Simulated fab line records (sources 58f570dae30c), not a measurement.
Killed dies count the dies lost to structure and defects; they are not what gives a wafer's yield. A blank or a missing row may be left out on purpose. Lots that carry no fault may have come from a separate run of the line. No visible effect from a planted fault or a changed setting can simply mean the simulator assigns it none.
fab line records / flow berkeley_cmos170 / part 2 of 2: steps 28 to 36 of 36
[record] lots = 5 wafers = 15 last_day = 12
route steps=331 shown CONTACT@219 M1@238 V1@254
lots with no fault: from the same line, run without faults
start_h: hours from the record's opening day to when the first of the lot's shown wafers began / wait_h: hours from the lot's prior step to this one / " identical to the entry in the row above / L1.1+2: a row that stands for several wafers / - no value, or no start was given / * or withheld: withheld / < > ~ a bound
route shown NAME@n: names a module that has steps shown in the file, with the first one's number in the route / usual: mean/standard deviation taken from wafers without a fault / same: alike in all rows / chamber/n: place in a boat / sites: the reading at each site / _std_site: the values' standard deviation / _edge_site: outer sites' mean less inner sites' / radius_mm: for every site, how far away it sits from the centre of the wafer / mask NAME#n: copy n / behind: the most recent tool/chamber to have shaped the wafer / hold: what put the lot on hold/how long, in hours/how the hold closed / device: whichever transistor did not switch (one of n, p or np) / end of line: the route-end tests of the same wafers / a step without rows: its recipe alone / killed: not the wafer's yield, but the dies lost to structure and defects at the first sort / map: a wafer's dies, x killed, . not, _ none there
set.NAME: the run value of the setting; set.NAME@STEP: its run value at that earlier step / model.NAME: the simulator's own value behind a step, which no gauge read
lots at some steps of the route; a table a step, a row a wafer
services: the hour from which a tool's chamber was out of use, counted from the record's first day as start_h (under 0 if before that day), plus the number of hours and why
[[steps]]
[step UCB170_M1_DEVELOP_08]
[recipe] developer = TMAH develop_time_s = 45 resist = KrF dev_temp_c = 21
lot.wafer=L081.3+4+6 tool=litho_track-02 chamber=0 start_h=- wait_h=-
lot.wafer=L086.2+5+6 tool=litho_track-02 chamber=0 start_h=- wait_h=-
lot.wafer=L093.1+2+6 tool=litho_track-04 chamber=0 start_h=- wait_h=-
lot.wafer=L094.1+4+5 tool=litho_track-02 chamber=0 start_h=- wait_h=-
lot.wafer=L097.3+5+6 tool=litho_track-03 chamber=0 start_h=- wait_h=-
[step UCB170_M1_CD_MEAS_09]
[recipe] target_cd_nm = 700
[usual] cd_nm = 700.3/1.4
lot.wafer=L081.3 tool=cd_sem-02 chamber=- start_h=165.45 wait_h=- cd_nm=701.4
lot.wafer=L081.4 tool=cd_sem-02 chamber=- start_h=165.45 wait_h=- cd_nm=702.1
lot.wafer=L081.6 tool=cd_sem-02 chamber=- start_h=165.45 wait_h=- cd_nm=700.9
lot.wafer=L086.2 tool=cd_sem-01 chamber=- start_h=197.67 wait_h=- cd_nm=699.5
lot.wafer=L086.5 tool=cd_sem-01 chamber=- start_h=197.67 wait_h=- cd_nm=700.4
lot.wafer=L086.6 tool=cd_sem-01 chamber=- start_h=197.67 wait_h=- cd_nm=701.2
lot.wafer=L093.1 tool=cd_sem-02 chamber=- start_h=235.94 wait_h=- cd_nm=700.5
lot.wafer=L093.2 tool=cd_sem-02 chamber=- start_h=235.94 wait_h=- cd_nm=699.2
lot.wafer=L093.6 tool=cd_sem-02 chamber=- start_h=235.94 wait_h=- cd_nm=701.1
lot.wafer=L094.1 tool=cd_sem-01 chamber=- start_h=244.85 wait_h=- cd_nm=702.5
lot.wafer=L094.4 tool=cd_sem-01 chamber=- start_h=244.85 wait_h=- cd_nm=700.6
lot.wafer=L094.5 tool=cd_sem-01 chamber=- start_h=244.85 wait_h=- cd_nm=700.2
lot.wafer=L097.3 tool=cd_sem-01 chamber=- start_h=270.28 wait_h=- cd_nm=697.7
lot.wafer=L097.5 tool=cd_sem-01 chamber=- start_h=270.28 wait_h=- cd_nm=699.1
lot.wafer=L097.6 tool=cd_sem-01 chamber=- start_h=270.28 wait_h=- cd_nm=697.8
[step UCB170_M1_OVL_MEAS_10]
[usual] M1_OVL = -1/6.1
lot.wafer=L081.3 tool=overlay-02 chamber=- start_h=165.54 wait_h=0.1 M1_OVL[nm]=-3
lot.wafer=L081.4 tool=overlay-02 chamber=- start_h=165.54 wait_h=0.1 M1_OVL[nm]=-1
lot.wafer=L081.6 tool=overlay-02 chamber=- start_h=165.54 wait_h=0.1 M1_OVL[nm]=6
lot.wafer=L086.2 tool=overlay-02 chamber=- start_h=197.78 wait_h=0.1 M1_OVL[nm]=-1
lot.wafer=L086.5 tool=overlay-02 chamber=- start_h=197.78 wait_h=0.1 M1_OVL[nm]=2
lot.wafer=L086.6 tool=overlay-02 chamber=- start_h=197.78 wait_h=0.1 M1_OVL[nm]=2
lot.wafer=L093.1 tool=overlay-01 chamber=- start_h=236.06 wait_h=0.1 M1_OVL[nm]=-4
lot.wafer=L093.2 tool=overlay-01 chamber=- start_h=236.06 wait_h=0.1 M1_OVL[nm]=-6
lot.wafer=L093.6 tool=overlay-01 chamber=- start_h=236.06 wait_h=0.1 M1_OVL[nm]=-1
lot.wafer=L094.1 tool=overlay-01 chamber=- start_h=244.97 wait_h=0.1 M1_OVL[nm]=0
lot.wafer=L094.4 tool=overlay-01 chamber=- start_h=244.97 wait_h=0.1 M1_OVL[nm]=4
lot.wafer=L094.5 tool=overlay-01 chamber=- start_h=244.97 wait_h=0.1 M1_OVL[nm]=-1
lot.wafer=L097.3 tool=overlay-02 chamber=- start_h=270.37 wait_h=0.1 M1_OVL[nm]=1
lot.wafer=L097.5 tool=overlay-02 chamber=- start_h=270.37 wait_h=0.1 M1_OVL[nm]=-10
lot.wafer=L097.6 tool=overlay-02 chamber=- start_h=270.37 wait_h=0.1 M1_OVL[nm]=3
[step UCB170_M1_ETCH_11]
[recipe] chemistry = N2/H2 target_depth_a = withheld overetch_a = withheld target = BARC time_s = withheld source_w = 500 bias_w = 100 pressure_mtorr = 30 n2_flow_sccm = 100 h2_flow_sccm = 200
[usual] drypump_motor_current_A = 5.9/0.45 oes_product_au = 0.996/0.016 throttle_valve_pct = 13.28/0.17
lot.wafer=L081.3 tool=rie_diel-03 chamber=0 start_h=165.57 wait_h=0.0 drypump_motor_current_A=5.8 oes_product_au=1.020 throttle_valve_pct=13.41
lot.wafer=L081.4 tool=rie_diel-03 chamber=0 start_h=165.57 wait_h=0.0 drypump_motor_current_A=5.8 oes_product_au=1.026 throttle_valve_pct=13.40
lot.wafer=L081.6 tool=rie_diel-03 chamber=2 start_h=165.57 wait_h=0.0 drypump_motor_current_A=6.2 oes_product_au=1.017 throttle_valve_pct=13.49
lot.wafer=L086.2 tool=rie_diel-03 chamber=1 start_h=197.81 wait_h=0.0 drypump_motor_current_A=5.3 oes_product_au=1.006 throttle_valve_pct=13.35
lot.wafer=L086.5 tool=rie_diel-03 chamber=3 start_h=197.81 wait_h=0.0 drypump_motor_current_A=5.3 oes_product_au=0.975 throttle_valve_pct=13.17
lot.wafer=L086.6 tool=rie_diel-03 chamber=1 start_h=197.81 wait_h=0.0 drypump_motor_current_A=5.3 oes_product_au=0.997 throttle_valve_pct=13.36
lot.wafer=L093.1 tool=rie_diel-03 chamber=0 start_h=236.09 wait_h=0.0 drypump_motor_current_A=5.8 oes_product_au=1.018 throttle_valve_pct=13.39
lot.wafer=L093.2 tool=rie_diel-03 chamber=1 start_h=236.09 wait_h=0.0 drypump_motor_current_A=5.4 oes_product_au=1.015 throttle_valve_pct=13.35
lot.wafer=L093.6 tool=rie_diel-03 chamber=1 start_h=236.09 wait_h=0.0 drypump_motor_current_A=5.4 oes_product_au=1.014 throttle_valve_pct=13.35
lot.wafer=L094.1 tool=rie_diel-03 chamber=1 start_h=245.00 wait_h=0.0 drypump_motor_current_A=5.3 oes_product_au=1.015 throttle_valve_pct=13.36
lot.wafer=L094.4 tool=rie_diel-03 chamber=2 start_h=245.00 wait_h=0.0 drypump_motor_current_A=6.2 oes_product_au=1.004 throttle_valve_pct=13.53
lot.wafer=L094.5 tool=rie_diel-03 chamber=1 start_h=245.00 wait_h=0.0 drypump_motor_current_A=5.3 oes_product_au=0.999 throttle_valve_pct=13.36
lot.wafer=L097.3 tool=rie_diel-02 chamber=3 start_h=270.40 wait_h=0.0 drypump_motor_current_A=6.0 oes_product_au=0.981 throttle_valve_pct=13.01
lot.wafer=L097.5 tool=rie_diel-02 chamber=3 start_h=270.40 wait_h=0.0 drypump_motor_current_A=6.0 oes_product_au=0.973 throttle_valve_pct=13.01
lot.wafer=L097.6 tool=rie_diel-02 chamber=0 start_h=270.40 wait_h=0.0 drypump_motor_current_A=6.5 oes_product_au=1.008 throttle_valve_pct=13.25
[step UCB170_M1_METAL_ETCH_12]
[recipe] chemistry = Cl2/BCl3 target = Al stop_on = PSG pressure_mtorr = 12 target_depth_a = 7800 over_etch_frac = 0.3 time_s = 130 icp_w = 600 bias_w = 120 Cl2_flow_sccm = 90 bcl3_flow_sccm = 45
[usual] drypump_motor_current_A = 5.5/0.34 oes_product_au = 0.847/0.011 throttle_valve_pct = 24.42/0.13
lot.wafer=L081.3 tool=rie_metal-02 chamber=1 start_h=165.65 wait_h=- drypump_motor_current_A=5.7 oes_product_au=0.865 rf_hours_counter_h=- throttle_valve_pct=24.65
lot.wafer=L081.4 tool=rie_metal-02 chamber=0 start_h=165.65 wait_h=- drypump_motor_current_A=5.6 oes_product_au=0.867 rf_hours_counter_h=- throttle_valve_pct=24.42
lot.wafer=L081.6 tool=rie_metal-02 chamber=1 start_h=165.65 wait_h=- drypump_motor_current_A=5.7 oes_product_au=0.864 rf_hours_counter_h=- throttle_valve_pct=24.65
lot.wafer=L086.2 tool=rie_metal-02 chamber=0 start_h=197.85 wait_h=- drypump_motor_current_A=5.6 oes_product_au=0.858 rf_hours_counter_h=10.4 throttle_valve_pct=24.45
lot.wafer=L086.5 tool=rie_metal-02 chamber=1 start_h=197.85 wait_h=- drypump_motor_current_A=5.7 oes_product_au=0.848 rf_hours_counter_h=- throttle_valve_pct=24.65
lot.wafer=L086.6 tool=rie_metal-02 chamber=0 start_h=197.85 wait_h=- drypump_motor_current_A=5.6 oes_product_au=0.858 rf_hours_counter_h=- throttle_valve_pct=24.43
lot.wafer=L093.1 tool=rie_metal-02 chamber=0 start_h=236.13 wait_h=- drypump_motor_current_A=5.6 oes_product_au=0.859 rf_hours_counter_h=11.3 throttle_valve_pct=24.43
lot.wafer=L093.2 tool=rie_metal-02 chamber=1 start_h=236.13 wait_h=- drypump_motor_current_A=5.7 oes_product_au=0.851 rf_hours_counter_h=5.1 throttle_valve_pct=24.65
lot.wafer=L093.6 tool=rie_metal-02 chamber=0 start_h=236.13 wait_h=- drypump_motor_current_A=5.6 oes_product_au=0.860 rf_hours_counter_h=- throttle_valve_pct=24.44
lot.wafer=L094.1 tool=rie_metal-01 chamber=0 start_h=245.05 wait_h=- drypump_motor_current_A=5.7 oes_product_au=0.848 rf_hours_counter_h=8.7 throttle_valve_pct=24.36
lot.wafer=L094.4 tool=rie_metal-01 chamber=0 start_h=245.05 wait_h=- drypump_motor_current_A=5.7 oes_product_au=0.846 rf_hours_counter_h=- throttle_valve_pct=24.38
lot.wafer=L094.5 tool=rie_metal-01 chamber=0 start_h=245.05 wait_h=- drypump_motor_current_A=5.7 oes_product_au=0.847 rf_hours_counter_h=- throttle_valve_pct=24.38
lot.wafer=L097.3 tool=rie_metal-04 chamber=0 start_h=270.48 wait_h=- drypump_motor_current_A=5.1 oes_product_au=0.838 rf_hours_counter_h=- throttle_valve_pct=24.26
lot.wafer=L097.5 tool=rie_metal-04 chamber=1 start_h=270.48 wait_h=- drypump_motor_current_A=6.0 oes_product_au=0.847 rf_hours_counter_h=- throttle_valve_pct=24.43
lot.wafer=L097.6 tool=rie_metal-04 chamber=0 start_h=270.48 wait_h=- drypump_motor_current_A=5.1 oes_product_au=0.839 rf_hours_counter_h=- throttle_valve_pct=24.26
[step UCB170_M1_STRIP_13]
[recipe] chemistry = O2 power_w = 400 pressure_mtorr = 3500 platen_temp_c = withheld o2_flow_sccm = 400 overash_fraction = 0.5
[usual] drypump_motor_current_A = 5.7/0.59 oes_product_au = 0.720/0.005
lot.wafer=L081.3 tool=plasma_asher-02 chamber=0 start_h=165.77 wait_h=0.1 drypump_motor_current_A=6.3 oes_product_au=0.722 rf_hours_counter_h=-
lot.wafer=L081.4 tool=plasma_asher-02 chamber=1 start_h=165.77 wait_h=0.1 drypump_motor_current_A=5.8 oes_product_au=0.730 rf_hours_counter_h=-
lot.wafer=L081.6 tool=plasma_asher-02 chamber=0 start_h=165.77 wait_h=0.1 drypump_motor_current_A=6.4 oes_product_au=0.724 rf_hours_counter_h=-
lot.wafer=L086.2 tool=plasma_asher-04 chamber=0 start_h=197.98 wait_h=0.1 drypump_motor_current_A=4.9 oes_product_au=0.723 rf_hours_counter_h=47
lot.wafer=L086.5 tool=plasma_asher-04 chamber=1 start_h=197.98 wait_h=0.1 drypump_motor_current_A=5.4 oes_product_au=0.717 rf_hours_counter_h=-
lot.wafer=L086.6 tool=plasma_asher-04 chamber=0 start_h=197.98 wait_h=0.1 drypump_motor_current_A=4.9 oes_product_au=0.710 rf_hours_counter_h=-
lot.wafer=L093.1 tool=plasma_asher-01 chamber=1 start_h=236.27 wait_h=0.1 drypump_motor_current_A=6.6 oes_product_au=0.714 rf_hours_counter_h=51
lot.wafer=L093.2 tool=plasma_asher-01 chamber=0 start_h=236.27 wait_h=0.1 drypump_motor_current_A=5.3 oes_product_au=0.715 rf_hours_counter_h=51
lot.wafer=L093.6 tool=plasma_asher-01 chamber=0 start_h=236.27 wait_h=0.1 drypump_motor_current_A=5.2 oes_product_au=0.718 rf_hours_counter_h=-
lot.wafer=L094.1 tool=plasma_asher-02 chamber=1 start_h=245.18 wait_h=0.1 drypump_motor_current_A=5.8 oes_product_au=0.717 rf_hours_counter_h=54
lot.wafer=L094.4 tool=plasma_asher-02 chamber=1 start_h=245.18 wait_h=0.1 drypump_motor_current_A=5.8 oes_product_au=0.716 rf_hours_counter_h=-
lot.wafer=L094.5 tool=plasma_asher-02 chamber=0 start_h=245.18 wait_h=0.1 drypump_motor_current_A=6.3 oes_product_au=0.716 rf_hours_counter_h=-
lot.wafer=L097.3 tool=plasma_asher-01 chamber=1 start_h=270.61 wait_h=0.1 drypump_motor_current_A=6.6 oes_product_au=0.721 rf_hours_counter_h=-
lot.wafer=L097.5 tool=plasma_asher-01 chamber=1 start_h=270.61 wait_h=0.1 drypump_motor_current_A=6.6 oes_product_au=0.719 rf_hours_counter_h=-
lot.wafer=L097.6 tool=plasma_asher-01 chamber=0 start_h=270.61 wait_h=0.1 drypump_motor_current_A=5.3 oes_product_au=0.715 rf_hours_counter_h=-
[step UCB170_M1_CD_MEAS_90]
[recipe] target_cd_nm = 700
[usual] cd_nm = 700.6/2
lot.wafer=L081.3 tool=cd_sem-02 chamber=- start_h=165.88 wait_h=0.1 cd_nm=703.6
lot.wafer=L081.4 tool=cd_sem-02 chamber=- start_h=165.88 wait_h=0.1 cd_nm=701.6
lot.wafer=L081.6 tool=cd_sem-02 chamber=- start_h=165.88 wait_h=0.1 cd_nm=702.7
lot.wafer=L086.2 tool=cd_sem-01 chamber=- start_h=198.16 wait_h=0.1 cd_nm=700.4
lot.wafer=L086.5 tool=cd_sem-01 chamber=- start_h=198.16 wait_h=0.1 cd_nm=702.0
lot.wafer=L086.6 tool=cd_sem-01 chamber=- start_h=198.16 wait_h=0.1 cd_nm=701.9
lot.wafer=L093.1 tool=cd_sem-02 chamber=- start_h=236.37 wait_h=0.1 cd_nm=701.2
lot.wafer=L093.2 tool=cd_sem-02 chamber=- start_h=236.37 wait_h=0.1 cd_nm=700.6
lot.wafer=L093.6 tool=cd_sem-02 chamber=- start_h=236.37 wait_h=0.1 cd_nm=701.8
lot.wafer=L094.1 tool=cd_sem-01 chamber=- start_h=245.28 wait_h=0.1 cd_nm=702.7
lot.wafer=L094.4 tool=cd_sem-01 chamber=- start_h=245.28 wait_h=0.1 cd_nm=700.3
lot.wafer=L094.5 tool=cd_sem-01 chamber=- start_h=245.28 wait_h=0.1 cd_nm=700.5
lot.wafer=L097.3 tool=cd_sem-01 chamber=- start_h=270.71 wait_h=0.1 cd_nm=698.6
lot.wafer=L097.5 tool=cd_sem-01 chamber=- start_h=270.71 wait_h=0.1 cd_nm=699.7
lot.wafer=L097.6 tool=cd_sem-01 chamber=- start_h=270.71 wait_h=0.1 cd_nm=698.6
[step UCB170_M1_ANNEAL_14]
[recipe] temp_c = 400 time_s = 1200 ambient = forming_gas
[usual] zone_power_source_pct = 5.5/0.69
lot.wafer=L081.3 tool=- chamber=- start_h=168.88 wait_h=3.0 zone_power_source_pct=6.7
lot.wafer=L081.4 tool=- chamber=- start_h=168.88 wait_h=3.0 zone_power_source_pct=6.8
lot.wafer=L081.6 tool=- chamber=- start_h=168.88 wait_h=3.0 zone_power_source_pct=6.7
lot.wafer=L086.2 tool=- chamber=- start_h=203.33 wait_h=5.1 zone_power_source_pct=5.1
lot.wafer=L086.5 tool=- chamber=- start_h=203.33 wait_h=5.1 zone_power_source_pct=5.2
lot.wafer=L086.6 tool=- chamber=- start_h=203.33 wait_h=5.1 zone_power_source_pct=5.2
lot.wafer=L093.1 tool=- chamber=- start_h=238.84 wait_h=2.5 zone_power_source_pct=5.1
lot.wafer=L093.2 tool=- chamber=- start_h=238.84 wait_h=2.5 zone_power_source_pct=5.1
lot.wafer=L093.6 tool=- chamber=- start_h=238.84 wait_h=2.5 zone_power_source_pct=5.2
lot.wafer=L094.1 tool=- chamber=- start_h=247.34 wait_h=2.0 zone_power_source_pct=5.1
lot.wafer=L094.4 tool=- chamber=- start_h=247.34 wait_h=2.0 zone_power_source_pct=5.1
lot.wafer=L094.5 tool=- chamber=- start_h=247.34 wait_h=2.0 zone_power_source_pct=5.2
lot.wafer=L097.3 tool=- chamber=- start_h=273.23 wait_h=2.5 zone_power_source_pct=5.1
lot.wafer=L097.5 tool=- chamber=- start_h=273.23 wait_h=2.5 zone_power_source_pct=5.2
lot.wafer=L097.6 tool=- chamber=- start_h=273.23 wait_h=2.5 zone_power_source_pct=5.2
[step UCB170_V1_CVD_00]
[recipe] material = SiO2 target_thk_nm = 2000 temp_c = 390 precursor = TEOS/O2 time_s = 238.6 rf_w = 550 pressure_mtorr = 9000
[usual] heater_power_w = 255/47
lot.wafer=L081.3 tool=pecvd-01 chamber=1 start_h=170.37 wait_h=0.2 heater_power_w=246
lot.wafer=L081.4 tool=pecvd-01 chamber=0 start_h=170.37 wait_h=0.2 heater_power_w=309
lot.wafer=L081.6 tool=pecvd-01 chamber=1 start_h=170.37 wait_h=0.2 heater_power_w=301
lot.wafer=L086.2 tool=pecvd-01 chamber=1 start_h=204.66 wait_h=0.0 heater_power_w=279
lot.wafer=L086.5 tool=pecvd-01 chamber=2 start_h=204.66 wait_h=0.0 heater_power_w=235
lot.wafer=L086.6 tool=pecvd-01 chamber=0 start_h=204.66 wait_h=0.0 heater_power_w=216
lot.wafer=L093.1 tool=pecvd-02 chamber=1 start_h=240.18 wait_h=0.0 heater_power_w=279
lot.wafer=L093.2 tool=pecvd-02 chamber=2 start_h=240.18 wait_h=0.0 heater_power_w=282
lot.wafer=L093.6 tool=pecvd-02 chamber=0 start_h=240.18 wait_h=0.0 heater_power_w=313
lot.wafer=L094.1 tool=pecvd-01 chamber=0 start_h=248.68 wait_h=0.0 heater_power_w=294
lot.wafer=L094.4 tool=pecvd-01 chamber=0 start_h=248.68 wait_h=0.0 heater_power_w=208
lot.wafer=L094.5 tool=pecvd-01 chamber=1 start_h=248.68 wait_h=0.0 heater_power_w=288
lot.wafer=L097.3 tool=pecvd-01 chamber=1 start_h=274.71 wait_h=0.2 heater_power_w=296
lot.wafer=L097.5 tool=pecvd-01 chamber=1 start_h=274.71 wait_h=0.2 heater_power_w=210
lot.wafer=L097.6 tool=pecvd-01 chamber=2 start_h=274.71 wait_h=0.2 heater_power_w=240
[[services]]
tool=krf_scanner-01 chamber=- start_h=139.13 hours=1.3 kind=pm
tool=pvd_sputter-03 chamber=- start_h=144.20 hours=2.4 kind=repair
tool=furnace-02 chamber=- start_h=148.04 hours=3.1 kind=pm
tool=wet_bench-02 chamber=- start_h=154.30 hours=1.9 kind=pm
tool=krf_scanner-02 chamber=- start_h=155.64 hours=4.4 kind=pm
tool=rie_diel-03 chamber=3 start_h=161.35 hours=12.1 kind=repair
tool=krf_scanner-01 chamber=- start_h=189.05 hours=1.0 kind=pm
tool=plasma_asher-01 chamber=- start_h=191.03 hours=0.8 kind=repair
tool=pvd_sputter-02 chamber=- start_h=191.05 hours=1.9 kind=repair
tool=pvd_sputter-02 chamber=- start_h=199.39 hours=2.4 kind=repair
tool=plasma_asher-01 chamber=- start_h=201.94 hours=7.3 kind=repair
tool=krf_scanner-02 chamber=- start_h=203.03 hours=1.3 kind=pm
tool=krf_scanner-01 chamber=- start_h=210.41 hours=1.0 kind=repair
tool=pvd_sputter-03 chamber=- start_h=228.38 hours=1.3 kind=repair
tool=rie_diel-03 chamber=2 start_h=233.41 hours=6.3 kind=repair
tool=rie_diel-03 chamber=- start_h=236.39 hours=1.2 kind=repair
tool=wet_bench-02 chamber=- start_h=249.98 hours=0.9 kind=repair
tool=krf_scanner-02 chamber=- start_h=256.57 hours=1.0 kind=pm
tool=plasma_asher-01 chamber=- start_h=258.89 hours=2.1 kind=repair
tool=plasma_asher-02 chamber=- start_h=261.78 hours=2.5 kind=repair
tool=pecvd-01 chamber=0 start_h=261.81 hours=4.2 kind=repair
tool=rie_metal-02 chamber=- start_h=264.07 hours=2.8 kind=pm
tool=krf_scanner-01 chamber=- start_h=268.07 hours=0.8 kind=pm
tool=pecvd-01 chamber=2 start_h=269.95 hours=2.3 kind=repair
